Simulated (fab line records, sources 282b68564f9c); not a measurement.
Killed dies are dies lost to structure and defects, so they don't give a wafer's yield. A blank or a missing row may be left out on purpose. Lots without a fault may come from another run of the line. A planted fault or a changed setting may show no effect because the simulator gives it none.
Which tool did it? | flow rit_cmos | 15 lots, 45 wafers sampled, at 1 step of a route of 202

WHAT THE GAUGES READ, wafer by wafer
The record holds no reading of a measuring or inspecting step that can be judged against a usual standard deviation.

WHICH TOOL RAN EACH LOT (tool, then ch and the chambers of the sampled wafers, then the start)
lot  | RIT_CONTACT_EXPOSE_05
L448 | iline_stepper-02 ch 0, day 3 03:25
L449 | iline_stepper-02 ch 0, day 3 08:45
L451 | iline_stepper-02 ch 0, day 3 18:09
L454 | iline_stepper-02 ch 0, day 4 08:28
L455 | iline_stepper-02 ch 0, day 4 14:50
L456 | iline_stepper-02, day 4 19:44
L457 | iline_stepper-02, day 5 01:25
L458 | iline_stepper-02, day 5 06:17
L459 | iline_stepper-02 ch 0, day 5 09:38
L464 | iline_stepper-02 ch 0, day 6 12:14
L465 | iline_stepper-01 ch 0, day 6 16:04
L467 | iline_stepper-02 ch 0, day 7 03:22
L469 | iline_stepper-01 ch 0, day 7 16:54
L470 | iline_stepper-02 ch 0, day 7 19:13
L471 | iline_stepper-02 ch 0, day 8 00:17
- RIT_CONTACT_EXPOSE_05: exposes mask M11, target cd 1000 nm.

WHAT THE TOOLS THEMSELVES READ (means of the sampled wafers that have a number; where no wafer has one, the mark that the record gives instead)
RIT_CONTACT_EXPOSE_05.
lot  | tool             | exposure_dose_mJ_cm2 | focus_offset_nm (nm) | stage_vel_mm_s (mm/s)
L448 | iline_stepper-02 | 250.03               | 0.4                  | 500.16
L449 | iline_stepper-02 | 250.59               | 0.3                  | 499.85
L451 | iline_stepper-02 | 249.64               | 0.0                  | 500.00
L454 | iline_stepper-02 | 249.73               | -0.4                 | 500.15
L455 | iline_stepper-02 | 249.72               | 1.0                  | 499.89
L456 | iline_stepper-02 | -                    | -                    | -
L457 | iline_stepper-02 | -                    | -                    | -
L458 | iline_stepper-02 | -                    | -                    | -
L459 | iline_stepper-02 | 249.71               | -0.5                 | 500.27
L464 | iline_stepper-02 | 249.78               | 0.4                  | 499.95
L465 | iline_stepper-01 | 249.64               | 0.3                  | 500.08
L467 | iline_stepper-02 | 249.93               | 0.6                  | 500.23
L469 | iline_stepper-01 | 249.72               | 0.1                  | 500.02
L470 | iline_stepper-02 | 250.36               | -0.2                 | 499.76
L471 | iline_stepper-02 | 250.22               | -0.6                 | 500.12

THE ANSWER, worked out from the rows above alone
Rule: what is usual is taken from the lots themselves. Put in order of their means at a reading, lots are off if they are a third of the lots or fewer, leave a main group of 4 or more, and stand apart from it by a gap of 3 or more times the standard deviation of the main group's means; of several such gaps the widest counts. A main group whose means are all the same, to the digits that the tables above print for the reading, isn't used. A lot without any number at a reading at which 4 lots or more have one is off too. The other lots that the step has rows for count as sound. The gauges are gone through in route order, then the tools' own readings, and for those a lot's mean is taken as printed above. The first step at which some lot is off is used, and at that step the reading that is off furthest; a lot without a number counts as furthest.
Off: L456, L457, L458, at RIT_CONTACT_EXPOSE_05 (exposure_dose_mJ_cm2). Without a number there: L456, L457, L458. The main group: mean 249.92, standard deviation 0.3.
A tool fits if, at that step or a process step before it, it ran every lot that is off, and no sound lot after the first of them. None of those tried fits.

WHAT THE SIMULATOR HAD PUT IN
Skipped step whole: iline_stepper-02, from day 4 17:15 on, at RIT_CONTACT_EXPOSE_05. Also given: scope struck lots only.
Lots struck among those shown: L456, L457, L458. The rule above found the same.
